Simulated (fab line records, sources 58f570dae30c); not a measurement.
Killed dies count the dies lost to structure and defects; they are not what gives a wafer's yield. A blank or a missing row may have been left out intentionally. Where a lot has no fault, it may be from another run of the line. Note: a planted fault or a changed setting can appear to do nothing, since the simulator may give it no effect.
Split-lot experiment / flow berkeleyCmos170 / on a route of 331 steps: 5 lots, 23 wafers read

THE SPLIT ITSELF
At UCB170_NLDD_IMPLANT_08, the setting energyKev was moved away from the recipe's 30 on 9 of the 23 wafers read, by -5.8% to -1.9%. All remaining wafers had this setting at the recipe value.

The reading is taken at the split's own step.

THE READING
The simulator's own value implant.drpNm, read by no gauge, in nm at UCB170_NLDD_IMPLANT_08. There is no usual value for it anywhere in the file.

wafer=L074.2; tool, chamber at the split=implanter-01, 0; energyKev as run=30; against the recipe=recipe; implant.drpNm, nm=9.611; against lot-mates on the recipe=-
wafer=L074.4; tool, chamber at the split=implanter-01, 0; energyKev as run=30; against the recipe=recipe; implant.drpNm, nm=9.611; against lot-mates on the recipe=-
wafer=L074.3; tool, chamber at the split=implanter-01, 0; energyKev as run=28.82; against the recipe=-3.9%; implant.drpNm, nm=9.335; against lot-mates on the recipe=-0.276
wafer=L074.5; tool, chamber at the split=implanter-01, 0; energyKev as run=28.82; against the recipe=-3.9%; implant.drpNm, nm=9.335; against lot-mates on the recipe=-0.276
wafer=L074.6; tool, chamber at the split=implanter-01, 0; energyKev as run=28.82; against the recipe=-3.9%; implant.drpNm, nm=9.335; against lot-mates on the recipe=-0.276
wafer=L078.1; tool, chamber at the split=implanter-02, 0; energyKev as run=30; against the recipe=recipe; implant.drpNm, nm=9.611; against lot-mates on the recipe=-
wafer=L078.5; tool, chamber at the split=implanter-02, 0; energyKev as run=30; against the recipe=recipe; implant.drpNm, nm=9.611; against lot-mates on the recipe=-
wafer=L078.3; tool, chamber at the split=implanter-02, 0; energyKev as run=29.42; against the recipe=-1.9%; implant.drpNm, nm=9.475; against lot-mates on the recipe=-0.136
wafer=L078.4; tool, chamber at the split=implanter-02, 0; energyKev as run=29.42; against the recipe=-1.9%; implant.drpNm, nm=9.475; against lot-mates on the recipe=-0.136
wafer=L078.6; tool, chamber at the split=implanter-02, 0; energyKev as run=29.42; against the recipe=-1.9%; implant.drpNm, nm=9.475; against lot-mates on the recipe=-0.136
wafer=L081.1; tool, chamber at the split=implanter-01, 0; energyKev as run=30; against the recipe=recipe; implant.drpNm, nm=9.611; against lot-mates on the recipe=-
wafer=L081.3; tool, chamber at the split=implanter-01, 0; energyKev as run=30; against the recipe=recipe; implant.drpNm, nm=9.611; against lot-mates on the recipe=-
wafer=L081.4; tool, chamber at the split=implanter-01, 0; energyKev as run=30; against the recipe=recipe; implant.drpNm, nm=9.611; against lot-mates on the recipe=-
wafer=L084.1; tool, chamber at the split=implanter-03, 0; energyKev as run=30; against the recipe=recipe; implant.drpNm, nm=9.611; against lot-mates on the recipe=-
wafer=L084.2; tool, chamber at the split=implanter-03, 0; energyKev as run=30; against the recipe=recipe; implant.drpNm, nm=9.611; against lot-mates on the recipe=-
wafer=L084.3; tool, chamber at the split=implanter-03, 0; energyKev as run=30; against the recipe=recipe; implant.drpNm, nm=9.611; against lot-mates on the recipe=-
wafer=L084.5; tool, chamber at the split=implanter-03, 0; energyKev as run=30; against the recipe=recipe; implant.drpNm, nm=9.611; against lot-mates on the recipe=-
wafer=L084.6; tool, chamber at the split=implanter-03, 0; energyKev as run=30; against the recipe=recipe; implant.drpNm, nm=9.611; against lot-mates on the recipe=-
wafer=L085.1; tool, chamber at the split=implanter-02, 0; energyKev as run=30; against the recipe=recipe; implant.drpNm, nm=9.611; against lot-mates on the recipe=-
wafer=L085.4; tool, chamber at the split=implanter-02, 0; energyKev as run=30; against the recipe=recipe; implant.drpNm, nm=9.611; against lot-mates on the recipe=-
wafer=L085.3; tool, chamber at the split=implanter-02, 0; energyKev as run=28.27; against the recipe=-5.8%; implant.drpNm, nm=9.206; against lot-mates on the recipe=-0.405
wafer=L085.5; tool, chamber at the split=implanter-02, 0; energyKev as run=28.27; against the recipe=-5.8%; implant.drpNm, nm=9.206; against lot-mates on the recipe=-0.405
wafer=L085.6; tool, chamber at the split=implanter-02, 0; energyKev as run=28.27; against the recipe=-5.8%; implant.drpNm, nm=9.206; against lot-mates on the recipe=-0.405

THE FIT
A straight line over all 23 wafers: implant.drpNm changes by +0.0702 nm for each +1% of energyKev; r = +1.00; the points scatter about the line by 0.00012 nm.
The same after taking each lot's own level away (the mean of its wafers on the recipe; 23 wafers): +0.0702 nm for each +1%; r = +1.00; scatter 0.00012 nm.
Per that fit: largest energyKev move, reading shift of 0.4 nm.
The lots' own levels span 9.6110 to 9.6110 nm.
Consequently the slope shifts little with the lot-to-lot level, the two slopes agreeing.
Check: with one of the wafers moved furthest among these (-5.8%) left out of the fit, the line predicts -0.405 nm for it against its lot-mates. It came out at -0.405 nm against them.

THESE WAFERS: OTHER SPLITS
These wafers also went through other splits before the reading. Each is held against what the fit with the lots' levels taken away leaves over:
other split on the same wafers=UCB170_NWELL_PEB_10 pebTempC; wafers away from the commonest value=7; r with implant.drpNm (lot level and that fit taken away)=+0.54
other split on the same wafers=UCB170_NWELL_ETCH_13 timeS; wafers away from the commonest value=5; r with implant.drpNm (lot level and that fit taken away)=+0.13
other split on the same wafers=UCB170_PWELL_IMPLANT_15 doseCm2; wafers away from the commonest value=11; r with implant.drpNm (lot level and that fit taken away)=-0.06
other split on the same wafers=UCB170_ACTIVE_COAT_08 spinRpm; wafers away from the commonest value=5; r with implant.drpNm (lot level and that fit taken away)=-0.05
other split on the same wafers=UCB170_FIELD_OXIDATION_01 tempC; wafers away from the commonest value=15; r with implant.drpNm (lot level and that fit taken away)=+0.00
other split on the same wafers=UCB170_SCREENOX_OXIDATION_01 oxTimeS; wafers away from the commonest value=15; r with implant.drpNm (lot level and that fit taken away)=+0.39
other split on the same wafers=UCB170_NVT_IMPLANT_07 tiltDeg; wafers away from the commonest value=5; r with implant.drpNm (lot level and that fit taken away)=-0.22
other split on the same wafers=UCB170_PLDD_IMPLANT_08 energyKev; wafers away from the commonest value=9; r with implant.drpNm (lot level and that fit taken away)=+0.05

THE WHOLE CHAIN: every reading that the file lists as answering this split, in the file's order
step=UCB170_NLDD_IMPLANT_08; what it does=; reading=implant.rpNm (the simulator's own value, which no gauge read); change (the file's fit)=+0.163 nm for each +1% of the setting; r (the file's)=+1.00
step=UCB170_NLDD_IMPLANT_08; what it does=; reading=implant.drpNm (the simulator's own value, which no gauge read); change (the file's fit)=+0.0702 nm for each +1% of the setting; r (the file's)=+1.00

FILE'S OWN FIT
implant.drpNm changes by +0.0702 nm for each +1% of energyKev, r = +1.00.
